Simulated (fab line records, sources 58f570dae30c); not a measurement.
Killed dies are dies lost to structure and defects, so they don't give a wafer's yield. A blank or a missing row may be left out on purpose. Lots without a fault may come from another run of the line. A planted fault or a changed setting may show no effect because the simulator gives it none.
Which tool did it? | flow berkeley_cmos170 | 14 lots, 42 wafers sampled, at 4 steps of a route of 331

WHAT THE GAUGES READ, wafer by wafer
UCB170_NWELL_THK_MEAS_02.
lot  | measured    | on            | NWELL_OXIDE_THK (nm)
L464 | day 2 07:05 | film_metro-03 | 26.1 26.7 26.4
L466 | day 2 17:08 | film_metro-02 | 26.3 25.8 25.8
L467 | day 2 21:29 | film_metro-01 | 26.6 26.9 26.8
L470 | day 3 03:35 | film_metro-03 | 26.1 26.1 26.4
L472 | day 3 16:32 | film_metro-02 | 26.8 27.0 27.1
L475 | day 4 06:15 | film_metro-02 | 27.3 26.6 27.1
L477 | day 5 03:46 | film_metro-02 | 27.2 26.8 26.8
L478 | day 5 03:46 | film_metro-03 | 27.1 26.8 27.0
L479 | day 5 09:22 | film_metro-01 | 26.3 26.6 26.2
L481 | day 5 09:23 | film_metro-03 | 26.9 26.8 26.8
L483 | day 6 02:59 | film_metro-02 | 26.2 26.5 26.3
L485 | day 6 10:15 | film_metro-02 | 26.7 27.3 26.6
L486 | day 6 13:17 | film_metro-02 | 26.7 26.7 26.7
L487 | day 6 17:27 | film_metro-03 | 26.2 26.0 26.1

UCB170_SDANNEAL_RS_MEAS_02: measures by four-point-probe.
lot  | measured     | on            | PSD_RS (ohm/sq)
L464 | day 7 08:58  | film_metro-02 | 76.1 76.0 76.2
L466 | day 7 15:26  | film_metro-02 | 75.6 75.6 75.9
L467 | day 7 23:17  | film_metro-04 | 74.9 75.7 75.1
L470 | day 7 22:08  | film_metro-02 | 75.8 75.8 75.3
L472 | day 8 06:15  | film_metro-01 | 75.9 75.5 75.7
L475 | day 8 23:02  | film_metro-01 | 76.2 76.7 76.9 76.2 76.8 76.8
L477 | day 9 14:34  | film_metro-01 | 76.6 76.7 76.8
L478 | day 9 14:33  | film_metro-02 | 75.1 75.4 75.3
L479 | day 9 23:12  | film_metro-01 | 75.6 75.5 75.3
L481 | day 9 23:01  | film_metro-02 | 75.7 75.7 75.9
L483 | day 10 23:50 | film_metro-01 | 75.6 75.6 75.7
L485 | day 11 00:18 | film_metro-04 | 75.9 75.9 75.6
L486 | day 11 00:53 | film_metro-04 | 75.5 75.8 75.5
L487 | day 11 09:07 | film_metro-01 | 75.9 75.9 75.9

UCB170_SDANNEAL_RS_MEAS_03: measures by four-point-probe.
lot  | measured     | on            | NSD_RS (ohm/sq)
L464 | day 7 09:05  | film_metro-02 | 37.29 37.28 37.29
L466 | day 7 15:34  | film_metro-02 | 37.38 37.42 37.40
L467 | day 7 23:24  | film_metro-04 | 37.29 37.29 37.24
L470 | day 7 22:15  | film_metro-02 | 37.33 37.28 37.35
L472 | day 8 06:22  | film_metro-01 | 37.39 37.53 37.41
L475 | day 8 23:31  | film_metro-01 | 37.34 37.27 37.30
L477 | day 9 14:41  | film_metro-01 | 37.35 37.37 37.38
L478 | day 9 14:40  | film_metro-02 | 37.28 37.37 37.39
L479 | day 9 23:19  | film_metro-01 | 37.34 37.35 37.37
L481 | day 9 23:08  | film_metro-02 | 37.24 37.26 37.19
L483 | day 10 23:57 | film_metro-01 | 37.46 37.56 37.36
L485 | day 11 00:25 | film_metro-04 | 37.35 37.33 37.28
L486 | day 11 01:01 | film_metro-04 | 37.21 37.17 37.28
L487 | day 11 09:14 | film_metro-01 | 37.38 37.43 37.40

WHICH TOOL RAN EACH LOT (tool, then ch and the chambers of the sampled wafers, then the start)
lot  | UCB170_PSD_IMPLANT_08
L464 | implanter-03 ch 0, day 7 01:27
L466 | implanter-02 ch 0, day 7 08:52
L467 | implanter-04 ch 0, day 7 20:13
L470 | implanter-03 ch 0, day 7 18:04
L472 | implanter-02 ch 0, day 8 02:22
L475 | implanter-03 ch 0, day 8 16:37
L477 | implanter-03 ch 0, day 9 11:18
L478 | implanter-02 ch 0, day 9 10:59
L479 | implanter-04 ch 0, day 9 18:43
L481 | implanter-02 ch 0, day 9 18:36
L483 | implanter-02 ch 0, day 10 20:07
L485 | implanter-04 ch 0, day 10 20:16
L486 | implanter-02 ch 0, day 10 20:40
L487 | implanter-02 ch 0, day 11 05:59
- UCB170_PSD_IMPLANT_08

WHAT THE TOOLS THEMSELVES READ (means of the sampled wafers that have a number; where no wafer has one, the mark that the record gives instead)
The record holds no such reading with a usual standard deviation.

THE ANSWER, worked out from the rows above alone
Rule: what is usual is taken from the lots themselves. Put in order of their means at a reading, lots are off if they are a third of the lots or fewer, leave a main group of 4 or more, and stand apart from it by a gap of 3 or more times the standard deviation of the main group's means; of several such gaps the widest counts. A main group whose means are all the same, to the digits that the tables above print for the reading, isn't used. A lot without any number at a reading at which 4 lots or more have one is off too. The other lots that the step has rows for count as sound. The gauges are gone through in route order, then the tools' own readings, and for those a lot's mean is taken as printed above. The first step at which some lot is off is used, and at that step the reading that is off furthest; a lot without a number counts as furthest.
No lot is off at any reading shown: from this, nothing can be told.

WHAT THE SIMULATOR HAD PUT IN
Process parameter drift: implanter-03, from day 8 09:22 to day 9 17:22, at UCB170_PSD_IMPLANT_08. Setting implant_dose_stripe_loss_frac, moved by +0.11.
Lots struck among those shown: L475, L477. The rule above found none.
